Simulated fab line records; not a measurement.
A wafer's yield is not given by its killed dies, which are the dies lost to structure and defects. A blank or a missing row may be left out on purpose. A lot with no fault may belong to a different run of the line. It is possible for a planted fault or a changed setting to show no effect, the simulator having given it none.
Which tool is to blame? ; flow rit_cmos ; 14 lots with 42 wafers sampled at 6 steps, on a route of 202 steps

WHAT THE GAUGES SHOWED, per wafer
RIT_ACTIVE_THK_MEAS_04. Usual: ACTIVE_NITRIDE_THK gives 150.1 nm (standard deviation 1.2).
lot;measured;on;ACTIVE_NITRIDE_THK (nm);flag
L179;day 1 13:32;film_metro-01;151.9 151.6 150.5;
L182;day 2 05:37;film_metro-03;148.4 149.1 149.1;
L183;day 2 11:10;film_metro-02;151.5 151.5 151.4;
L184;day 2 15:16;film_metro-01;149.2 150.5 149.3;
L185;day 2 19:32;film_metro-03;150.2 150.1 150.3;
L186;day 3 00:32;film_metro-03;149.9 149.5 150.6;
L187;day 3 05:52;film_metro-03;148.4 149.5 148.7;
L188;day 3 10:32;film_metro-02;151.0 150.1 150.4;
L189;day 3 15:52;film_metro-01;149.8 148.6 149.4;
L192;day 4 06:32;film_metro-02;150.0 149.4 149.9;
L193;day 4 11:32;film_metro-02;150.1 149.5 149.7;
L194;day 4 16:33;film_metro-02;151.1 150.6 151.6;
L200;day 5 22:32;film_metro-02;150.6 152.0 152.1;
L201;day 6 03:32;film_metro-02;147.7 148.9 149.0;

RIT_GATE_THK_MEAS_09. Usual: GATE_POLY_THK gives 249.7 nm (standard deviation 2.1).
lot;measured;on;GATE_POLY_THK (nm);flag
L179;day 2 20:53;film_metro-03;252.1 251.3 249.3;
L182;day 3 04:41;film_metro-04;248.3 247.4 246.8;
L183;day 3 08:42;film_metro-03;250.5 249.0 252.2;
L184;day 3 14:28;film_metro-01;252.6 251.4 252.7;
L185;day 3 18:43;film_metro-04;253.1 252.7 251.8;
L186;day 3 22:19;film_metro-03;245.9 244.8 247.0;
L187;day 4 04:05;film_metro-04;253.8 249.6 252.8;
L188;day 4 08:04;film_metro-04;248.8 246.6 248.3;
L189;day 4 13:17;film_metro-01;250.0 251.6 249.3;
L192;day 5 03:59;film_metro-01;356.9 356.0 357.7;OFF
L193;day 5 08:50;film_metro-04;253.1 252.9 252.1;
L194;day 5 13:43;film_metro-01;356.0 354.3 353.5;OFF
L200;day 6 20:19;film_metro-03;251.2 250.5 250.7;
L201;day 7 01:19;film_metro-04;249.6 248.3 249.3;

RIT_GATE_OVL_MEAS_17. Usual: GATE_OVL gives -0.7 nm (standard deviation 1.2).
lot;measured;on;GATE_OVL (nm);flag
L179;day 2 22:02;overlay-02;-1.5 -1.4 0.7;
L182;day 3 05:43;overlay-02;-2.0 -1.4 -0.3;
L183;day 3 09:49;overlay-01;1.0 0.7 -1.3;
L184;day 3 15:44;overlay-02;0.2 -0.6 -1.2;
L185;day 3 19:44;overlay-02;-1.3 0.1 -0.6;
L186;day 3 23:21;overlay-02;0.7 -0.9 1.0;
L187;day 4 05:14;overlay-01;1.4 -0.2 -1.1;
L188;day 4 09:05;overlay-01;-1.6 -1.3 -1.4;
L189;day 4 14:32;overlay-01;-1.0 0.1 -0.5;
L192;day 5 05:20;overlay-01;0.3 2.1 -0.5;
L193;day 5 09:59;overlay-01;-1.5 -2.3 -0.8;
L194;day 5 15:04;overlay-02;-0.2 -2.1 -1.2;
L200;day 6 21:28;overlay-02;-1.1 -1.9 0.2;
L201;day 7 02:29;overlay-02;-1.7 -4.0 -0.4;

RIT_NSD_OVL_MEAS_06. Usual: NSD_OVL gives -0.7 nm (standard deviation 1.3).
lot;measured;on;NSD_OVL (nm);flag
L179;day 3 08:07;overlay-01;0.8 -1.0 1.9;
L182;day 3 16:10;overlay-02;-1.4 -2.3 -3.3;
L183;day 3 20:22;overlay-01;0.3 2.6 0.2;
L184;day 4 01:59;overlay-02;0.5 -1.4 -2.0;
L185;day 4 05:44;overlay-01;-0.6 -0.2 -0.6;
L186;day 4 09:39;overlay-02;-1.0 -1.4 -0.7;
L187;day 4 15:24;overlay-01;0.3 -1.5 -0.5;
L188;day 4 19:22;overlay-01;1.2 0.1 1.2;
L189;day 5 00:50;overlay-02;0.2 0.1 -1.2;
L193;day 5 21:16;overlay-02;-0.2 -0.6 -1.4;
L200;day 7 08:34;overlay-02;-2.8 -3.0 -1.6;
L201;day 7 12:41;overlay-02;-1.4 -0.9 -2.9;

WHICH TOOL RAN EACH LOT (tool, then ch and the chambers of the sampled wafers, then the start)
lot;RIT_GATE_CVD_08;RIT_GATE_ETCH_19
L179;lpcvd-01 ch 1, day 2 19:16;rie_si-01 ch 1,2,3, day 2 22:13
L182;lpcvd-01 ch 1, day 3 03:04;rie_si-02 ch 0,1,2, day 3 05:54
L183;lpcvd-01 ch 0, day 3 07:04;rie_si-01 ch 0,3, day 3 09:59
L184;lpcvd-02 ch 1, day 3 12:49;rie_si-02 ch 0,1,2, day 3 16:04
L185;lpcvd-01 ch 0, day 3 17:05;rie_si-01 ch 1,2,3, day 3 19:55
L186;lpcvd-02 ch 1, day 3 20:43;rie_si-02 ch 1,2, day 3 23:32
L187;lpcvd-01 ch 1, day 4 02:27;rie_si-01 ch 0,3, day 4 05:25
L188;lpcvd-02 ch 1, day 4 06:26;rie_si-02 ch 0,1, day 4 09:25
L189;lpcvd-01 ch 1, day 4 11:40;rie_si-01 ch 0,2, day 4 14:49
L192;lpcvd-01 ch 1, day 5 02:22;rie_si-02 ch 0,2,3, day 5 05:31
L193;lpcvd-02 ch 0, day 5 07:12;rie_si-01 ch 0,1,3, day 5 10:10
L194;lpcvd-01 ch 1, day 5 12:05;rie_si-02 ch 0,2,3, day 5 15:14
L200;lpcvd-02 ch 1, day 6 18:41;rie_si-02 ch 0,2,3, day 6 21:39
L201;lpcvd-02 ch 1, day 6 23:42;rie_si-01 ch 1,2,3, day 7 02:46
- RIT_GATE_CVD_08: deposits poly-Si from SiH4, target thk 250 nm, time 2220 s.
- RIT_GATE_ETCH_19: etches poly-Si in SF6/CHF3/O2, stops on SiO2, time 165 s, target depth 312.5 nm.

WHAT THE TOOLS THEMSELVES READ (means of the sampled wafers that have a number; where no wafer has one, the mark that the record gives instead)
RIT_GATE_CVD_08. Usual: spike_tc_centre_C 611.9 C, standard deviation 1.4; spike_tc_load_C 632.5 C, standard deviation 2.4; spike_tc_source_C 631.1 C, standard deviation 2.5; susceptor_temp_C 609.97 C, standard deviation 0.23.
lot;tool;spike_tc_centre_C (C);spike_tc_load_C (C);spike_tc_source_C (C);susceptor_temp_C (C);flag
L179;lpcvd-01;612.0;629.9;630.5;609.97;
L182;lpcvd-01;613.1;630.1;632.9;609.92;
L183;lpcvd-01;610.5;631.5;630.9;610.08;
L184;lpcvd-02;611.3;636.3;628.1;610.15;
L185;lpcvd-01;611.2;631.6;631.4;609.90;
L186;lpcvd-02;611.5;635.4;627.8;610.11;
L187;lpcvd-01;611.2;629.9;631.3;610.19;
L188;lpcvd-02;611.6;635.7;627.4;609.94;
L189;lpcvd-01;612.3;630.7;630.5;610.21;
L192;lpcvd-01;628.3;646.3;646.4;625.01;OFF
L193;lpcvd-02;613.8;633.5;634.4;610.07;
L194;lpcvd-01;628.2;645.3;646.1;624.85;OFF
L200;lpcvd-02;611.6;634.6;626.8;610.19;
L201;lpcvd-02;612.1;635.5;628.1;609.66;

RIT_GATE_ETCH_19. Usual: SF6_flow_sccm 30.00 sccm, standard deviation 0.086; drypump_motor_current_A 5.6 A, standard deviation 0.38; oes_product_au 0.840 a.u., standard deviation 0.0089; throttle_valve_pct 10.24 %, standard deviation 0.18.
lot;tool;SF6_flow_sccm (sccm);drypump_motor_current_A (A);oes_product_au (a.u.);throttle_valve_pct (%);flag
L179;rie_si-01;29.96;5.6;0.840;10.34;
L182;rie_si-02;30.03;5.7;0.833;10.23;
L183;rie_si-01;29.98;5.5;0.836;10.20;
L184;rie_si-02;30.05;5.7;0.847;10.23;
L185;rie_si-01;30.07;5.6;0.846;10.34;
L186;rie_si-02;29.97;5.5;0.834;10.15;
L187;rie_si-01;29.99;5.5;0.835;10.20;
L188;rie_si-02;29.94;5.9;0.837;10.32;
L189;rie_si-01;29.88;5.1;0.837;10.22;
L192;rie_si-02;29.93;5.8;1.014;10.08;OFF
L193;rie_si-01;29.98;5.3;0.849;10.30;
L194;rie_si-02;29.94;5.8;1.003;10.07;OFF
L200;rie_si-02;29.98;5.8;0.850;10.07;
L201;rie_si-01;30.04;5.6;0.836;10.34;

THE ANSWER, worked out from the rows above alone
Rule: a lot counts as off when the mean over its wafers that have a number is more than 3 standard deviations away from the usual mean. Also off: a lot with no number at a reading for which 4 or more lots have one. Any other lot the step has rows for is counted as sound. Order of review: gauges by route order, followed by the tools' own readings, for which a lot's mean as printed above is used. At the first step where some lot is off, the reading lying furthest off is the one used; lots without a number count as furthest.
Off: at RIT_GATE_THK_MEAS_09 (GATE_POLY_THK), L192, L194.
A tool fits if, at a process step before that reading, it ran every lot that is off, and no sound lot after the first of them. Not tried: the gauges at RIT_GATE_THK_MEAS_09; whatever is off there is also off at RIT_GATE_CVD_08, on other tools, and gauge error can't account for it. One candidate fits, namely lpcvd-01 at RIT_GATE_CVD_08. A fault onset in the window from L189 (day 4 11:40, its last sound lot) to L192 (day 5 02:22, its first lot off) fits.
The tool's own readings at RIT_GATE_CVD_08 bear it out: on the lots that are off they differ by more than 5 times the standard deviation of the sound lots' means. spike_tc_centre_C reads 628.2 C there against 611.9 C on the sound lots; spike_tc_load_C reads 645.8 C there against 632.9 C on the sound lots; spike_tc_source_C reads 646.2 C there against 630.0 C on the sound lots; susceptor_temp_C reads 624.93 C there against 610.03 C on the sound lots.

WHAT HAD BEEN PUT IN BY THE SIMULATOR
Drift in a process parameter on lpcvd-01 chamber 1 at RIT_GATE_CVD_08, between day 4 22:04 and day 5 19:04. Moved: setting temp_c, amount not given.
Shown lots that were struck: L192, L194. The same result came from the rule above.
